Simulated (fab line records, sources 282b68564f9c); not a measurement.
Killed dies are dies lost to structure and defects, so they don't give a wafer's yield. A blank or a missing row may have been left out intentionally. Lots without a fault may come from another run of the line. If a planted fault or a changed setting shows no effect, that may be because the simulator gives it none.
fab line records	flow rit_cmos	part 1 of 2: steps 1 to 27 of 28
record: lots: 5	wafers: 23
route steps=202 shown ACTIVE@2 FOX2@23 NWELL@29 GATE@84 NSD@139 M1@202
start_h: the number of hours between the record's first day and the start of the first shown wafer of the lot	wait_h: hours since the lot's step before	" as in the row above	L1.1+2: one row covering several wafers at once	- either no value or no given start	* or withheld: withheld	< > ~ a bound
route shown NAME@n: a module of which the file shows steps, and the number in the route of the first	usual: the fault-free wafers' mean and standard deviation	same: alike in all rows	chamber/n: place in a boat	sites: readings site by site	_std_site: the values' standard deviation	_edge_site: the outer-site mean with the inner-site mean subtracted	radius_mm: how far each site lies from the wafer's centre	mask NAME#n: copy n	behind: the most recent tool/chamber to have shaped the wafer	hold: why the lot was held/for how many hours/how that ended	device: whichever transistor did not switch (one of n, p or np)	end of line: tests run on the same wafers once the route is complete	a step with no rows: only its recipe	killed: count of dies lost to structure and defects at first sort (not the wafer's yield)	map: shows each die of a wafer: x if killed, . if not, _ if none is there
set.NAME: the setting the step ran with; set.NAME@STEP: the setting that earlier step ran with	model.NAME: the simulator's own value behind a step, which no gauge read
lots where settings were altered on purpose, with a table for each step and a row for each wafer
== steps ==
step: RIT_ACTIVE_OXIDATION_01
recipe: temp_c: 1000	ambient: O2	target_thk_a: 468	ox_time_s: 3360
lot.wafer	tool	chamber	start_h	wait_h	set.temp_c	model.SiO2_of_ACTIVE_OXIDATION_01.thk_nm
L074.1	-	-	-	0.1	1000	47.68
L074.2	"	-	"	"	1000	47.22
L074.3	"	-	"	"	1000	47.82
L074.4	"	-	"	"	1000	47.54
L074.6	"	-	"	"	1000	47.59
L077.2	-	-	-	0.1	1000	48.03
L077.3	"	-	"	"	1000	47.92
L077.4	"	-	"	"	1000	47.84
L077.5	"	-	"	"	1000	47.88
L077.6	"	-	"	"	1000	48.45
L079.1	-	-	-	0.1	1029	58.99
L079.2	"	-	"	"	1029	59.25
L079.3	"	-	"	"	1029	59.68
L079.4	"	-	"	"	1029	59.98
L079.5	"	-	"	"	1029	59.72
L082.1	-	-	-	0.1	991.9	42.67
L082.2	"	-	"	"	991.9	43.79
L082.4	"	-	"	"	991.9	43.68
L082.5	"	-	"	"	991.9	43.28
L082.6	"	-	"	"	991.9	42.82
L085.2	furnace-01	0	67.01	2.0	1000	44.96
L085.4	"	0	"	"	1000	45.12
L085.5	"	0	"	"	1000	44.83
step: RIT_ACTIVE_THK_MEAS_02
recipe: reads: SiO2_of_ACTIVE_OXIDATION_01
usual: ACTIVE_OXIDE_THK: 46.3/1.1
lot.wafer	tool	chamber	start_h	wait_h	set.temp_c@ACTIVE_OXIDATION_01	ACTIVE_OXIDE_THK[nm]
L074.1	film_metro-02	-	-	-	1000	47.7
L074.2	"	-	"	"	1000	47.2
L074.3	"	-	"	"	1000	47.8
L074.4	"	-	"	"	1000	47.5
L074.6	"	-	"	"	1000	47.6
L077.2	film_metro-01	-	-	-	1000	48.0
L077.3	"	-	"	"	1000	47.9
L077.4	"	-	"	"	1000	47.8
L077.5	"	-	"	"	1000	47.9
L077.6	"	-	"	"	1000	48.5
L079.1	film_metro-03	-	-	-	1029	59.0
L079.2	"	-	"	"	1029	59.2
L079.3	"	-	"	"	1029	59.7
L079.4	"	-	"	"	1029	60.0
L079.5	"	-	"	"	1029	59.7
L082.1	film_metro-01	-	-	-	991.9	42.7
L082.2	"	-	"	"	991.9	43.8
L082.4	"	-	"	"	991.9	43.7
L082.5	"	-	"	"	991.9	43.2
L082.6	"	-	"	"	991.9	42.8
L085.2	film_metro-01	-	68.95	0.0	1000	45.0
L085.4	"	-	"	"	1000	45.2
L085.5	"	-	"	"	1000	44.9
step: RIT_ACTIVE_EXPOSE_08
recipe: mask_id: M1	na: 0.6	source_shape: conventional	sigma_outer: 0.6	target_cd_nm: 1400	dose_mj: 225
lot.wafer	tool	chamber	start_h	wait_h	mask	set.dose_mj
L074.1+2+3	iline_stepper-02	0	14.04	0.1	M1#0	225
L074.4+6	"	0	"	"	M1#0	216.7
L077.2+3+4+5+6	iline_stepper-01	0	29.06	0.1	M1#0	225
L079.1+2+5	iline_stepper-02	0	39.75	0.1	M1#0	230.1
L079.3+4	"	0	"	"	M1#0	225
L082.1+2+4+5+6	iline_stepper-01	0	54.16	0.2	M1#0	225
L085.2+4+5	iline_stepper-02	0	71.19	0.2	M1#0	225
step: RIT_ACTIVE_PEB_09
recipe: resist: NOVOLAK	temp_c: withheld	time_s: withheld
step: RIT_ACTIVE_DEVELOP_10
recipe: resist: NOVOLAK	develop_time_s: 50	dev_temp_c: 23.73
lot.wafer	tool	chamber	start_h	wait_h	set.dose_mj@ACTIVE_EXPOSE_08	model.ACTIVE.cd_nm
L074.1	litho_track-04	0	-	-	225	1400
L074.2+3	"	0	"	"	225	1401
L074.4	"	0	"	"	216.7	1413
L074.6	"	0	"	"	216.7	1410
L077.2+4	litho_track-03	0	-	-	225	1397
L077.3	"	0	"	"	225	1400
L077.5	"	0	"	"	225	1399
L077.6	"	0	"	"	225	1401
L079.1+2	litho_track-04	0	-	-	230.1	1393
L079.3+4	"	0	"	"	225	1400
L079.5	"	0	"	"	230.1	1394
L082.1+4+5	litho_track-03	0	-	-	225	1400
L082.2	"	0	"	"	225	1399
L082.6	"	0	"	"	225	1397
L085.2	litho_track-04	0	-	-	225	1402
L085.4	"	0	"	"	225	1403
L085.5	"	0	"	"	225	1401
step: RIT_ACTIVE_CD_MEAS_11
recipe: target_cd_nm: 1400
usual: cd_nm: 1399.3/2.3
lot.wafer	tool	chamber	start_h	wait_h	set.dose_mj@ACTIVE_EXPOSE_08	cd_nm
L074.1	cd_sem-01	-	14.44	-	225	1400.3
L074.2	"	-	"	"	225	1400.8
L074.3	"	-	"	"	225	1400.4
L074.4	"	-	"	"	216.7	1412.8
L074.6	"	-	"	"	216.7	1410.1
L077.2	cd_sem-01	-	29.46	-	225	1397.3
L077.3	"	-	"	"	225	1399.6
L077.4	"	-	"	"	225	1396.7
L077.5	"	-	"	"	225	1398.9
L077.6	"	-	"	"	225	1400.5
L079.1	cd_sem-01	-	40.15	-	230.1	1393.0
L079.2	"	-	"	"	230.1	1393.4
L079.3	"	-	"	"	225	1399.5
L079.4	"	-	"	"	225	1400.2
L079.5	"	-	"	"	230.1	1394.1
L082.1	cd_sem-02	-	54.56	-	225	1399.9
L082.2	"	-	"	"	225	1399.2
L082.4	"	-	"	"	225	1399.9
L082.5	"	-	"	"	225	1400.5
L082.6	"	-	"	"	225	1396.5
L085.2	cd_sem-01	-	71.59	-	225	1401.8
L085.4	"	-	"	"	225	1402.9
L085.5	"	-	"	"	225	1400.7
step: RIT_ACTIVE_ETCH_13
recipe: stop_on: SiO2	chemistry: SF6	target: Si3N4	time_s: 210	over_etch_frac: 0.4	SF6_flow_sccm: 200	pressure_mtorr: 260	rf_w: 125	target_depth_a: 2100
lot.wafer	tool	chamber	start_h	wait_h	set.over_etch_frac	set.temp_c@ACTIVE_OXIDATION_01	model.SiO2_of_ACTIVE_OXIDATION_01.thk_nm	model.NOVOLAK_of_ACTIVE_COAT_06.thk_nm
L074.1	rie_diel-01	1	14.71	0.1	0.314	1000	47.68	667.9
L074.2	"	0	"	"	0.4	1000	46.83	653
L074.3	"	3	"	"	0.314	1000	47.82	665.7
L074.4	"	2	"	"	0.4	1000	46.97	654.4
L074.6	"	1	"	"	0.4	1000	47.59	657.1
L077.2	rie_diel-02	2	29.71	0.1	0.3321	1000	48.03	658.4
L077.3	"	3	"	"	0.4	1000	47.79	649.4
L077.4	"	1	"	"	0.3321	1000	47.84	666
L077.5	"	3	"	"	0.3321	1000	47.88	663.8
L077.6	"	2	"	"	0.4	1000	47.73	647.8
L079.1	rie_diel-01	3	40.42	0.1	0.3437	1029	58.99	665.4
L079.2	"	1	"	"	0.4	1029	59.25	655.5
L079.3	"	0	"	"	0.3437	1029	59.68	660.2
L079.4	"	3	"	"	0.4	1029	59.62	653.6
L079.5	"	0	"	"	0.4	1029	59.32	652.6
L082.1	rie_diel-02	3	54.83	0.1	0.4914	991.9	37.95	639.1
L082.2	"	2	"	"	0.4	991.9	43.07	650
L082.4	"	0	"	"	0.4914	991.9	40.38	639.4
L082.5	"	2	"	"	0.4	991.9	42.56	655.2
L082.6	"	3	"	"	0.4914	991.9	38.08	635.2
L085.2	rie_diel-01	1	71.84	0.1	0.4	1000	44.96	652.4
L085.4	"	0	"	"	0.4	1000	44.73	649.8
L085.5	"	1	"	"	0.4	1000	44.83	653.4
step: RIT_ACTIVE_STRIP_14
recipe: chemistry: O2	time_s: 180	resist: NOVOLAK	platen_temp_c: withheld	power_w: 500	pressure_mtorr: 4000	o2_flow_sccm: 4000
step: RIT_ACTIVE_CD_MEAS_90
recipe: target_cd_nm: 1400
usual: cd_nm: 1399.3/2.4
lot.wafer	tool	chamber	start_h	wait_h	set.dose_mj@ACTIVE_EXPOSE_08	cd_nm
L074.1	cd_sem-02	-	15.02	0.1	225	1400.4
L074.2	"	-	"	"	225	1400.2
L074.3	"	-	"	"	225	1400.5
L074.4	"	-	"	"	216.7	1412.6
L074.6	"	-	"	"	216.7	1410.5
L077.2	cd_sem-01	-	30.04	0.1	225	1397.5
L077.3	"	-	"	"	225	1399.9
L077.4	"	-	"	"	225	1397.1
L077.5	"	-	"	"	225	1399.3
L077.6	"	-	"	"	225	1400.5
L079.1	cd_sem-01	-	40.73	0.1	230.1	1393.3
L079.2	"	-	"	"	230.1	1393.4
L079.3	"	-	"	"	225	1399.9
L079.4	"	-	"	"	225	1400.4
L079.5	"	-	"	"	230.1	1394.1
L082.1	cd_sem-02	-	55.14	0.1	225	1399.7
L082.2	"	-	"	"	225	1399.1
L082.4	"	-	"	"	225	1400.0
L082.5	"	-	"	"	225	1400.5
L082.6	"	-	"	"	225	1396.4
L085.2	cd_sem-01	-	72.17	0.1	225	1401.4
L085.4	"	-	"	"	225	1403.4
L085.5	"	-	"	"	225	1400.9
step: RIT_FOX2_OXIDATION_00
recipe: temp_c: 1100	ambient: H2O	target_thk_a: 3507	p_h2o_torr: 720	ox_time_s: 1130
lot.wafer	tool	chamber	start_h	wait_h	set.ox_time_s	model.SiO2_of_FOX2_OXIDATION_00.thk_nm
L074.1	-	-	-	0.0	1085	342.7
L074.2	"	-	"	"	1085	346.5
L074.3	"	-	"	"	1085	352.3
L074.4	"	-	"	"	1085	347.1
L074.6	"	-	"	"	1085	340.1
L077.2	-	-	-	0.0	1130	350.6
L077.3	"	-	"	"	1130	354.2
L077.4	"	-	"	"	1130	350.3
L077.5	"	-	"	"	1130	352.4
L077.6	"	-	"	"	1130	358.7
L079.1	-	-	-	0.7	1130	358.3
L079.2	"	-	"	"	1130	360.2
L079.3	"	-	"	"	1130	365
L079.4	"	-	"	"	1130	358
L079.5	"	-	"	"	1130	361.9
L082.1	-	-	-	0.0	1263	376.4
L082.2	"	-	"	"	1263	378
L082.4	"	-	"	"	1263	377
L082.5	"	-	"	"	1263	368.1
L082.6	"	-	"	"	1263	370.1
L085.2	furnace-01	0	74.82	0.6	1130	348.7
L085.4	"	0	"	"	1130	350.2
L085.5	"	0	"	"	1130	347.8
step: RIT_FOX2_CLEAN_02
recipe: chemistry: dHF	dilution: 50:1	time_s: 180
step: RIT_FOX2_WET_ETCH_03
recipe: chemistry: H3PO4	target: Si3N4	target_depth_nm: 195	temp_c: 165	time_s: 2700
lot.wafer	tool	chamber	start_h	wait_h	set.temp_c@ACTIVE_OXIDATION_01	model.SiO2_of_ACTIVE_OXIDATION_01.thk_nm
L074.1	wet_bench-01	3	19.30	0.0	1000	42.33
L074.2	"	3	"	"	1000	41.58
L074.3	"	3	"	"	1000	42.43
L074.4	"	3	"	"	1000	41.68
L074.6	"	3	"	"	1000	42.26
L077.2	wet_bench-02	1	33.43	0.0	1000	42.77
L077.3	"	1	"	"	1000	42.54
L077.4	"	1	"	"	1000	42.58
L077.5	"	1	"	"	1000	42.62
L077.6	"	1	"	"	1000	42.5
L079.1	wet_bench-01	2	44.81	0.0	1029	52.38
L079.2	"	2	"	"	1029	52.62
L079.3	"	2	"	"	1029	53
L079.4	"	2	"	"	1029	52.95
L079.5	"	2	"	"	1029	52.64
L082.1	wet_bench-04	2	58.57	0.0	991.9	33.62
L082.2	"	2	"	"	991.9	38.15
L082.4	"	2	"	"	991.9	35.77
L082.5	"	2	"	"	991.9	37.7
L082.6	"	2	"	"	991.9	33.74
L085.2	wet_bench-01	3	76.26	0.0	1000	39.97
L085.4	"	3	"	"	1000	39.77
L085.5	"	3	"	"	1000	39.87
step: RIT_NWELL_COAT_01
recipe: resist: NOVOLAK	spin_rpm: 2000	resist_thk_nm: 1300
lot.wafer	tool	chamber	start_h	wait_h	set.spin_rpm	model.NOVOLAK_of_NWELL_COAT_01.thk_nm
L074.1	litho_track-04	0	20.27	0.1	2000	1293
L074.2	"	0	"	"	2000	1297
L074.3	"	0	"	"	2000	1294
L074.4+6	"	0	"	"	2000	1295
L077.2+3	litho_track-02	0	34.49	0.1	2000	1298
L077.4	"	0	"	"	2090	1268
L077.5	"	0	"	"	2090	1272
L077.6	"	0	"	"	2090	1271
L079.1+4	litho_track-02	0	45.78	0.1	2044	1286
L079.2	"	0	"	"	2000	1302
L079.3	"	0	"	"	2000	1301
L079.5	"	0	"	"	2000	1298
L082.1	litho_track-02	0	59.54	0.1	1874	1346
L082.2+4+5	"	0	"	"	2000	1301
L082.6	"	0	"	"	1874	1345
L085.2+4	litho_track-01	0	77.25	0.1	2000	1298
L085.5	"	0	"	"	2000	1303
step: RIT_NWELL_SOFTBAKE_02
recipe: resist: NOVOLAK	temp_c: 90	time_s: 60
step: RIT_NWELL_EXPOSE_03
recipe: mask_id: M2	na: 0.57	target_cd_nm: 43900	dose_mj: 250
step: RIT_NWELL_DEVELOP_05
recipe: resist: NOVOLAK	develop_time_s: 68	dev_temp_c: 23
step: RIT_NWELL_HARDBAKE_07
recipe: resist: NOVOLAK	temp_c: 140	time_s: 120
lot.wafer	tool	chamber	start_h	wait_h	set.spin_rpm@NWELL_COAT_01	model.NOVOLAK_of_NWELL_COAT_01.thk_nm
L074.1+3	litho_track-04	0	21.04	0.0	2000	1131
L074.2	"	0	"	"	2000	1134
L074.4+6	"	0	"	"	2000	1132
L077.2+3	litho_track-02	0	35.40	0.1	2000	1135
L077.4	"	0	"	"	2090	1109
L077.5+6	"	0	"	"	2090	1112
L079.1+4	litho_track-01	0	46.75	0.2	2044	1125
L079.2+3	"	0	"	"	2000	1138
L079.5	"	0	"	"	2000	1135
L082.1	litho_track-02	0	60.43	0.0	1874	1177
L082.2+4	"	0	"	"	2000	1138
L082.5	"	0	"	"	2000	1137
L082.6	"	0	"	"	1874	1176
L085.2	litho_track-01	0	78.03	0.1	2000	1136
L085.4	"	0	"	"	2000	1135
L085.5	"	0	"	"	2000	1139
step: RIT_NWELL_IMPLANT_08
recipe: species: P	energy_kev: 170	dose_cm2: 5e+13	tilt_deg: 7
lot.wafer	tool	chamber	start_h	wait_h	set.energy_kev	model.implant.rp_nm	model.implant.drp_nm
L074.1+2+3+4+6	implanter-01	0	21.29	0.2	170	219.9	68.82
L077.2+3+5	implanter-01	0	35.63	0.2	172.8	210.7	69.67
L077.4+6	"	0	"	"	170	207.2	68.82
L079.1+4+5	implanter-04	0	47.00	0.2	170	212.6	68.82
L079.2+3	"	0	"	"	162.4	202.9	66.55
L082.1+2+6	implanter-01	0	60.68	0.2	174.4	218.6	70.16
L082.4+5	"	0	"	"	170	212.9	68.82
L085.2+4+5	implanter-03	0	78.27	0.2	170	213.2	68.82
step: RIT_GATE_CVD_08
recipe: material: poly-Si	target_thk_nm: 250	temp_c: 610	precursor: SiH4	time_s: 2220	pressure_mtorr: 300	sih4_flow_sccm: 100
lot.wafer	tool	chamber	start_h	wait_h	set.pressure_mtorr	model.poly-Si_of_GATE_CVD_08.thk_nm
L074.1	-	-	-	0.1	331.6	260.5
L074.2	"	-	"	"	331.6	261.1
L074.3	"	-	"	"	331.6	260.2
L074.4	"	-	"	"	331.6	261.8
L074.6	"	-	"	"	331.6	260.4
L077.2+6	-	-	-	0.0	255.3	231.2
L077.3	"	-	"	"	255.3	231.1
L077.4	"	-	"	"	255.3	229.7
L077.5	"	-	"	"	255.3	228
L079.1	-	-	-	0.1	278.4	243.2
L079.2	"	-	"	"	278.4	241.2
L079.3	"	-	"	"	278.4	240.3
L079.4	"	-	"	"	278.4	240.2
L079.5	"	-	"	"	278.4	240
L082.1	-	-	-	0.1	311.3	254.7
L082.2	"	-	"	"	311.3	256.1
L082.4	"	-	"	"	311.3	254.2
L082.5+6	"	-	"	"	311.3	254
L085.2	lpcvd-01	0	93.36	0.0	300	249.4
L085.4	"	0	"	"	300	255.4
L085.5	"	0	"	"	300	254.4
step: RIT_GATE_THK_MEAS_09
recipe: reads: poly-Si_of_GATE_CVD_08
usual: GATE_POLY_THK: 249.8/2.2
lot.wafer	tool	chamber	start_h	wait_h	set.pressure_mtorr@GATE_CVD_08	GATE_POLY_THK[nm]
L074.1	film_metro-01	-	-	-	331.6	260.5
L074.2	"	-	"	"	331.6	261.1
L074.3	"	-	"	"	331.6	260.2
L074.4	"	-	"	"	331.6	261.8
L074.6	"	-	"	"	331.6	260.3
L077.2	film_metro-01	-	-	-	255.3	231.1
L077.3	"	-	"	"	255.3	231.1
L077.4	"	-	"	"	255.3	229.7
L077.5	"	-	"	"	255.3	227.9
L077.6	"	-	"	"	255.3	231.4
L079.1	film_metro-01	-	-	-	278.4	243.2
L079.2	"	-	"	"	278.4	241.1
L079.3	"	-	"	"	278.4	240.4
L079.4	"	-	"	"	278.4	240.4
L079.5	"	-	"	"	278.4	239.9
L082.1	film_metro-03	-	-	-	311.3	254.7
L082.2	"	-	"	"	311.3	256.2
L082.4	"	-	"	"	311.3	254.2
L082.5	"	-	"	"	311.3	254.2
L082.6	"	-	"	"	311.3	254.0
L085.2	film_metro-01	-	94.99	0.0	300	249.3
L085.4	"	-	"	"	300	255.5
L085.5	"	-	"	"	300	254.6
step: RIT_GATE_DEVELOP_15
recipe: resist: NOVOLAK	develop_time_s: 50	dev_temp_c: 23
lot.wafer	tool	chamber	start_h	wait_h	set.develop_time_s
L074.1+2	litho_track-02	0	-	-	47.31
L074.3+4+6	"	0	"	"	50
L077.2+5+6	litho_track-02	0	-	-	53.52
L077.3+4	"	0	"	"	50
L079.1+2+3+4+5	litho_track-04	0	-	-	50
L082.1+2+4+5+6	litho_track-01	0	-	-	50
L085.2+4+5	litho_track-01	0	-	-	50
step: RIT_GATE_CD_MEAS_16
recipe: target_cd_nm: 150
usual: cd_nm: 149.3/1.7
lot.wafer	tool	chamber	start_h	wait_h	set.develop_time_s@GATE_DEVELOP_15	cd_nm
L074.1	cd_sem-02	-	36.69	-	47.31	158.0
L074.2	"	-	"	"	47.31	157.4
L074.3	"	-	"	"	50	147.0
L074.4	"	-	"	"	50	146.6
L074.6	"	-	"	"	50	148.8
L077.2	cd_sem-02	-	52.07	-	53.52	137.1
L077.3	"	-	"	"	50	145.9
L077.4	"	-	"	"	50	147.7
L077.5	"	-	"	"	53.52	138.7
L077.6	"	-	"	"	53.52	137.6
L079.1	cd_sem-01	-	62.17	-	50	149.9
L079.2	"	-	"	"	50	148.6
L079.3	"	-	"	"	50	149.3
L079.4	"	-	"	"	50	149.1
L079.5	"	-	"	"	50	147.3
L082.1	cd_sem-02	-	75.79	-	50	149.1
L082.2	"	-	"	"	50	146.8
L082.4	"	-	"	"	50	148.6
L082.5	"	-	"	"	50	146.4
L082.6	"	-	"	"	50	148.5
L085.2	cd_sem-02	-	96.03	-	50	150.3
L085.4	"	-	"	"	50	150.3
L085.5	"	-	"	"	50	150.0
step: RIT_GATE_HARDBAKE_18
recipe: resist: NOVOLAK	temp_c: 140	time_s: 60
step: RIT_GATE_ETCH_19
recipe: chemistry: SF6/CHF3/O2	time_s: 165	SF6_flow_sccm: 30	CHF3_flow_sccm: 30	O2_flow_sccm: 5	target: poly-Si	pressure_mtorr: 40	rf_w: 160	target_depth_a: 3125	over_etch_frac: 0.25	stop_on: SiO2
lot.wafer	tool	chamber	start_h	wait_h	set.pressure_mtorr@GATE_CVD_08	model.GATE.feature_depth_nm	model.etch.depth_nm
L074.1	rie_si-02	2	37.00	0.1	331.6	260.5	260.5
L074.2	"	3	"	"	331.6	261.1	261.1
L074.3	"	0	"	"	331.6	260.2	260.2
L074.4	"	1	"	"	331.6	261.8	261.8
L074.6	"	3	"	"	331.6	260.4	260.4
L077.2+6	rie_si-01	3,0	52.36	0.1	255.3	231.2	231.2
L077.3	"	2	"	"	255.3	231.1	231.1
L077.4	"	0	"	"	255.3	229.7	229.7
L077.5	"	3	"	"	255.3	228	228
L079.1	rie_si-01	3	62.58	0.1	278.4	243.2	243.2
L079.2	"	2	"	"	278.4	241.2	241.2
L079.3	"	1	"	"	278.4	240.3	240.3
L079.4	"	0	"	"	278.4	240.2	240.2
L079.5	"	2	"	"	278.4	240	240
L082.1	rie_si-02	0	76.12	0.1	311.3	254.7	254.7
L082.2	"	2	"	"	311.3	256.1	256.1
L082.4	"	3	"	"	311.3	254.2	254.2
L082.5+6	"	2,1	"	"	311.3	254	254
L085.2	rie_si-01	3	96.32	0.1	300	249.4	249.4
L085.4	"	1	"	"	300	255.4	255.4
L085.5	"	2	"	"	300	254.4	254.4
step: RIT_GATE_STRIP_20
recipe: chemistry: O2	time_s: 180	resist: NOVOLAK	platen_temp_c: withheld	power_w: 500	pressure_mtorr: 4000	o2_flow_sccm: 4000
step: RIT_GATE_CD_MEAS_90
recipe: target_cd_nm: 150
usual: cd_nm: 149.3/1.7
lot.wafer	tool	chamber	start_h	wait_h	set.develop_time_s@GATE_DEVELOP_15	cd_nm
L074.1	cd_sem-02	-	37.28	0.1	47.31	157.9
L074.2	"	-	"	"	47.31	157.4
L074.3	"	-	"	"	50	146.2
L074.4	"	-	"	"	50	146.1
L074.6	"	-	"	"	50	148.7
L077.2	cd_sem-02	-	52.67	0.1	53.52	136.9
L077.3	"	-	"	"	50	145.6
L077.4	"	-	"	"	50	147.6
L077.5	"	-	"	"	53.52	138.8
L077.6	"	-	"	"	53.52	137.6
L079.1	cd_sem-01	-	62.86	0.1	50	149.9
L079.2	"	-	"	"	50	148.9
L079.3	"	-	"	"	50	149.2
L079.4	"	-	"	"	50	149.6
L079.5	"	-	"	"	50	147.3
L082.1	cd_sem-01	-	76.41	0.1	50	149.7
L082.2	"	-	"	"	50	147.1
L082.4	"	-	"	"	50	148.5
L082.5	"	-	"	"	50	146.0
L082.6	"	-	"	"	50	148.3
L085.2	cd_sem-01	-	96.62	0.1	50	150.4
L085.4	"	-	"	"	50	150.8
L085.5	"	-	"	"	50	150.4
step: RIT_NSD_IMPLANT_08
recipe: species: P	energy_kev: 25	dose_cm2: 1e+15	tilt_deg: 7
lot.wafer	tool	chamber	start_h	wait_h	set.dose_cm2
L074.1+6	implanter-02	0	47.67	0.1	1.037e+15
L074.2+3+4	"	0	"	"	1e+15
L077.2+3+4+5+6	implanter-02	0	62.83	0.1	1e+15
L079.1+3	implanter-02	0	73.29	0.1	1.047e+15
L079.2+4+5	"	0	"	"	1e+15
L082.1+6	implanter-01	0	87.16	0.1	1e+15
L082.2+4+5	"	0	"	"	1.046e+15
L085.2+4+5	implanter-04	0	107.51	0.1	1e+15
== key ==
split: step: RIT_ACTIVE_OXIDATION_01	setting: temp_c	stated: 1000	by: lot
response: step: RIT_ACTIVE_OXIDATION_01	reading: model.SiO2_of_ACTIVE_OXIDATION_01.thk_nm	change: +4.34	per: 1%	r: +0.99
response: step: RIT_ACTIVE_THK_MEAS_02	reading: ACTIVE_OXIDE_THK	change: +4.34	per: 1%	r: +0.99
response: step: RIT_ACTIVE_ETCH_13	reading: model.SiO2_of_ACTIVE_OXIDATION_01.thk_nm	change: +4.76	per: 1%	r: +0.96
response: step: RIT_FOX2_WET_ETCH_03	reading: model.SiO2_of_ACTIVE_OXIDATION_01.thk_nm	change: +4.23	per: 1%	r: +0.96
response: step: RIT_M1_PROBE_99	reading: model.etest.pldd.width_nm	change: -52.5	per: 1%	r: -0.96
response: step: RIT_M1_PROBE_99	reading: model.etest.nmos_narrow.drive_ua_um	change: -10.4	per: 1%	r: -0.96
split: step: RIT_ACTIVE_EXPOSE_08	setting: dose_mj	stated: 225	by: wafer
response: step: RIT_ACTIVE_DEVELOP_10	reading: model.ACTIVE.cd_nm	change: -2.94	per: 1%	r: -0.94
response: step: RIT_ACTIVE_CD_MEAS_11	reading: cd_nm	change: -2.93	per: 1%	r: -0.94
response: step: RIT_ACTIVE_CD_MEAS_90	reading: cd_nm	change: -2.99	per: 1%	r: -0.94
split: step: RIT_ACTIVE_ETCH_13	setting: over_etch_frac	stated: 0.4	by: wafer
response: step: RIT_ACTIVE_ETCH_13	reading: model.NOVOLAK_of_ACTIVE_COAT_06.thk_nm	change: -0.651	per: 1%	r: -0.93
split: step: RIT_FOX2_OXIDATION_00	setting: ox_time_s	stated: 1130	by: lot
response: step: RIT_FOX2_OXIDATION_00	reading: model.SiO2_of_FOX2_OXIDATION_00.thk_nm	change: +1.72	per: 1%	r: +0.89
split: step: RIT_NWELL_COAT_01	setting: spin_rpm	stated: 2000	by: wafer
response: step: RIT_NWELL_COAT_01	reading: model.NOVOLAK_of_NWELL_COAT_01.thk_nm	change: -6.73	per: 1%	r: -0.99
response: step: RIT_NWELL_HARDBAKE_07	reading: model.NOVOLAK_of_NWELL_COAT_01.thk_nm	change: -5.79	per: 1%	r: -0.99
split: step: RIT_NWELL_IMPLANT_08	setting: energy_kev	stated: 170	by: wafer
response: step: RIT_NWELL_IMPLANT_08	reading: model.implant.rp_nm	change: +2.18	per: 1%	r: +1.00
response: step: RIT_NWELL_IMPLANT_08	reading: model.implant.drp_nm	change: +0.511	per: 1%	r: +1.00
split: step: RIT_GATE_CVD_08	setting: pressure_mtorr	stated: 300	by: lot
response: step: RIT_GATE_CVD_08	reading: model.poly-Si_of_GATE_CVD_08.thk_nm	change: +1.22	per: 1%	r: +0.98
response: step: RIT_GATE_THK_MEAS_09	reading: GATE_POLY_THK	change: +1.22	per: 1%	r: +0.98
response: step: RIT_GATE_ETCH_19	reading: model.GATE.feature_depth_nm	change: +1.22	per: 1%	r: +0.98
response: step: RIT_GATE_ETCH_19	reading: model.etch.depth_nm	change: +1.22	per: 1%	r: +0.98
split: step: RIT_GATE_DEVELOP_15	setting: develop_time_s	stated: 50	by: wafer
response: step: RIT_GATE_CD_MEAS_16	reading: cd_nm	change: -1.51	per: 1%	r: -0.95
response: step: RIT_GATE_CD_MEAS_90	reading: cd_nm	change: -1.52	per: 1%	r: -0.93
split: step: RIT_NSD_IMPLANT_08	setting: dose_cm2	stated: 1e+15	by: wafer
response none in this file
